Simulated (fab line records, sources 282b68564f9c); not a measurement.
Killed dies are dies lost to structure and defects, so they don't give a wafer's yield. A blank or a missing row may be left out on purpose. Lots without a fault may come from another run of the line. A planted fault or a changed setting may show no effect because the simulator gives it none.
Which tool did it? | flow rit_cmos | 14 lots, 42 wafers sampled, at 3 steps of a route of 202

WHAT THE GAUGES READ, wafer by wafer
RIT_PSD_TW_MEAS_10.
lot  | measured    | on            | PSD_TW
L795 | day 3 11:57 | film_metro-01 | 3408 3406 3397
L796 | day 3 13:31 | film_metro-01 | 3371 3372 3380
L797 | day 3 18:10 | film_metro-02 | 3384 3352 3363
L803 | day 4 22:13 | film_metro-01 | 2610 2603 2605
L805 | day 5 09:29 | film_metro-04 | 2629 2627 2634
L808 | day 6 04:08 | film_metro-02 | 3413 3397 3400
L809 | day 6 15:47 | film_metro-04 | 3428 3449 3429
L810 | day 6 15:50 | film_metro-01 | 3455 3442 3440
L811 | day 6 18:43 | film_metro-04 | 3445 3464 3444
L814 | day 7 06:14 | film_metro-04 | 3438 3438 3444
L815 | day 7 11:37 | film_metro-01 | 3400 3393 3400
L816 | day 7 15:40 | film_metro-04 | 3438 3447 3463
L817 | day 7 18:31 | film_metro-01 | 3424 3421 3414
L818 | day 7 23:30 | film_metro-01 | 3422 3410 3411

RIT_SDANNEAL_RS_MEAS_04: measures by four-point-probe.
lot  | measured    | on            | PSD_RS (ohm/sq)
L795 | day 3 12:26 | film_metro-04 | 115.4 115.5 115.5
L796 | day 3 14:00 | film_metro-01 | 115.6 115.4 115.5
L797 | day 3 18:40 | film_metro-04 | 115.2 115.3 115.2
L803 | day 4 22:42 | film_metro-02 | 153.5 152.8 153.5
L805 | day 5 09:59 | film_metro-02 | 151.3 150.2 149.8
L808 | day 6 04:38 | film_metro-02 | 115.5 115.5 115.8
L809 | day 6 16:16 | film_metro-04 | 115.7 115.1 115.5
L810 | day 6 16:20 | film_metro-01 | 115.8 116.0 115.6
L811 | day 6 19:12 | film_metro-02 | 116.3 116.3 116.6
L814 | day 7 06:49 | film_metro-01 | 115.9 116.0 116.1
L815 | day 7 12:08 | film_metro-01 | 115.4 115.8 115.3
L816 | day 7 16:11 | film_metro-04 | 115.1 115.3 115.3
L817 | day 7 19:02 | film_metro-01 | 116.0 116.0 116.4
L818 | day 8 00:02 | film_metro-02 | 116.2 116.1 115.8

WHICH TOOL RAN EACH LOT (tool, then ch and the chambers of the sampled wafers, then the start)
lot  | RIT_PSD_IMPLANT_08
L795 | implanter-01 ch 0, day 3 11:37
L796 | implanter-01 ch 0, day 3 13:11
L797 | implanter-03 ch 0, day 3 17:46
L803 | implanter-03 ch 0, day 4 21:53
L805 | implanter-03 ch 0, day 5 09:11
L808 | implanter-02 ch 0, day 6 03:41
L809 | implanter-01 ch 0, day 6 15:27
L810 | implanter-02 ch 0, day 6 15:31
L811 | implanter-01 ch 0, day 6 18:23
L814 | implanter-02 ch 0, day 7 05:55
L815 | implanter-03 ch 0, day 7 11:17
L816 | implanter-03 ch 0, day 7 15:22
L817 | implanter-03 ch 0, day 7 18:11
L818 | implanter-03 ch 0, day 7 23:13
- RIT_PSD_IMPLANT_08

WHAT THE TOOLS THEMSELVES READ (means of the sampled wafers that have a number; where no wafer has one, the mark that the record gives instead)
RIT_PSD_IMPLANT_08.
lot  | tool         | beam_on_s (s) | dose_ions_cm2 | end_station_pressure_torr (Torr) | faraday_current_uA
L795 | implanter-01 | 13.5          | 5e+15         | 1.39e-05                         | 11348
L796 | implanter-01 | 13.7          | 5e+15         | 1.44e-05                         | 11152
L797 | implanter-03 | 12.1          | 5e+15         | 1.44e-05                         | 12709
L803 | implanter-03 | 10.0          | 1e+15         | 7.57e-06                         | 3147
L805 | implanter-03 | 9.9           | 1e+15         | 7.07e-06                         | 3176
L808 | implanter-02 | 15.1          | 5e+15         | 1.26e-05                         | 10229
L809 | implanter-01 | 13.4          | 5e+15         | 1.41e-05                         | 11454
L810 | implanter-02 | 14.8          | 5e+15         | 1.22e-05                         | 10433
L811 | implanter-01 | 13.2          | 5e+15         | 1.43e-05                         | 11618
L814 | implanter-02 | 15.0          | 5e+15         | 1.22e-05                         | 10290
L815 | implanter-03 | 12.3          | 5e+15         | 1.49e-05                         | 12501
L816 | implanter-03 | 12.2          | 5e+15         | 1.52e-05                         | 12562
L817 | implanter-03 | 12.2          | 5e+15         | 1.44e-05                         | 12570
L818 | implanter-03 | 11.9          | 5e+15         | 1.54e-05                         | 12867

THE ANSWER, worked out from the rows above alone
Rule: what is usual is taken from the lots themselves. Put in order of their means at a reading, lots are off if they are a third of the lots or fewer, leave a main group of 4 or more, and stand apart from it by a gap of 3 or more times the standard deviation of the main group's means; of several such gaps the widest counts. A main group whose means are all the same, to the digits that the tables above print for the reading, isn't used. A lot without any number at a reading at which 4 lots or more have one is off too. The other lots that the step has rows for count as sound. The gauges are gone through in route order, then the tools' own readings, and for those a lot's mean is taken as printed above. The first step at which some lot is off is used, and at that step the reading that is off furthest; a lot without a number counts as furthest.
Off: L803, L805, at RIT_PSD_TW_MEAS_10 (PSD_TW). The main group: mean 3417, standard deviation 27.
A tool fits if, at a process step before that reading, it ran every lot that is off, and no sound lot after the first of them. The gauges at RIT_PSD_TW_MEAS_10 aren't tried: what is off there is off at RIT_SDANNEAL_RS_MEAS_04 too, on other tools, and a gauge's error can't cause that. None of those tried fits.

WHAT THE SIMULATOR HAD PUT IN
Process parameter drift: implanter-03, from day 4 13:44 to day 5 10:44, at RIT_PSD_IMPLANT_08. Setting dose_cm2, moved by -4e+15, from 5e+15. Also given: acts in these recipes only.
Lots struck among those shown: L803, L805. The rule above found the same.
